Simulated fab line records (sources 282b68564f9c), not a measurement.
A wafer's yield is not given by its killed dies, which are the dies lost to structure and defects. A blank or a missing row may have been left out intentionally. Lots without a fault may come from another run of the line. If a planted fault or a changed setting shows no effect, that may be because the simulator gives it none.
Which tool was responsible? ; flow rit cmos ; 21 wafers sampled from 7 lots at 1 step of a route of 202

== WHAT THE GAUGES READ, wafer by wafer ==
RIT_PSD_OVL_MEAS_06.
lot;measured;on;PSD_OVL (nm)
L748;day 3 10:04;overlay-01;0.7 -0.1 0.1
L750;day 3 17:40;overlay-01;-1.5 -2.2 -2.4
L752;day 4 03:31;overlay-01;-3.0 -1.6 -2.8
L759;day 5 12:21;overlay-01;-0.9 -1.2 -1.0
L762;day 6 04:20;overlay-01;-0.8 0.1 2.1
L766;day 7 00:49;overlay-02;1.8 0.7 2.7
L770;day 7 18:52;overlay-01;-2.7 -1.4 -0.7

== TOOL THAT RAN EACH LOT (tool first, then ch and the chambers of the sampled wafers, then the start) ==
Record: no process step prior to these readings.

== THE ANSWER, worked out from the rows above alone ==
Rule: the usual values come from the lots themselves. Put in order of their means at a reading, lots are off if they are a third of the lots or fewer, leave a main group of 4 or more, and stand apart from it by a gap of 3 or more times the standard deviation of the main group's means; of several such gaps the widest counts. A main group whose means are all the same, to the digits that the tables above print for the reading, isn't used. A lot without any number at a reading at which 4 lots or more have one is off too. Any other lot the step has rows for is counted as sound.
No lot is off on any of the readings shown, so nothing can be concluded from this.

== WHAT THE SIMULATOR PUT IN ==
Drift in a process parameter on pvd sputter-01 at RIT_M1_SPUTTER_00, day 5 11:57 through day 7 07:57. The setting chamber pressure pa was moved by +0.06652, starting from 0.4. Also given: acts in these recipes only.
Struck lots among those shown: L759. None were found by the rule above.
